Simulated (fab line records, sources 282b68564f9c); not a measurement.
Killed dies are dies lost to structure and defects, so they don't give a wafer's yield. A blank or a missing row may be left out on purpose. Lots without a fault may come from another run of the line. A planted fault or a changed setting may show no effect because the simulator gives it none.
Which tool did it? | flow rit_cmos | 6 lots, 18 wafers sampled, at 2 steps of a route of 202

WHAT THE GAUGES READ, wafer by wafer
RIT_NLDD_TW_MEAS_10.
lot  | measured    | on            | NLDD_TW
L541 | day 3 05:08 | film_metro-03 | 2525 2524 2521
L549 | day 4 16:11 | film_metro-01 | 2719 2708 2709
L553 | day 5 15:29 | film_metro-01 | 2469 2491 2475
L556 | day 6 05:17 | film_metro-03 | 2501 2517 2502
L558 | day 6 21:36 | film_metro-01 | 2456 2459 2472
L562 | day 7 23:04 | film_metro-04 | 2475 2482 2472

WHICH TOOL RAN EACH LOT (tool, then ch and the chambers of the sampled wafers, then the start)
lot  | RIT_NLDD_IMPLANT_08
L541 | implanter-01 ch 0, day 3 04:50
L549 | implanter-04 ch 0, day 4 15:52
L553 | implanter-02 ch 0, day 5 15:13
L556 | implanter-01 ch 0, day 6 04:59
L558 | implanter-01 ch 0, day 6 21:17
L562 | implanter-02 ch 0, day 7 22:47
- RIT_NLDD_IMPLANT_08

THE ANSWER, worked out from the rows above alone
Rule: what is usual is taken from the lots themselves. Put in order of their means at a reading, lots are off if they are a third of the lots or fewer, leave a main group of 4 or more, and stand apart from it by a gap of 3 or more times the standard deviation of the main group's means; of several such gaps the widest counts. A main group whose means are all the same, to the digits that the tables above print for the reading, isn't used. A lot without any number at a reading at which 4 lots or more have one is off too. The other lots that the step has rows for count as sound.
Off: L549, at RIT_NLDD_TW_MEAS_10 (NLDD_TW). The main group: mean 2489, standard deviation 22.
A tool fits if, at a process step before that reading, it ran every lot that is off, and no sound lot after the first of them. The gauges at RIT_NLDD_TW_MEAS_10 are tried like those tools. One fits: implanter-04 at RIT_NLDD_IMPLANT_08. It ran no sound lot before its first lot that is off in this sample, so the start can't be narrowed down.

WHAT THE SIMULATOR HAD PUT IN
Process parameter drift: implanter-04, from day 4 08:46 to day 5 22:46, at RIT_NLDD_IMPLANT_08. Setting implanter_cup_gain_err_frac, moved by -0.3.
Lots struck among those shown: L549. The rule above found the same.
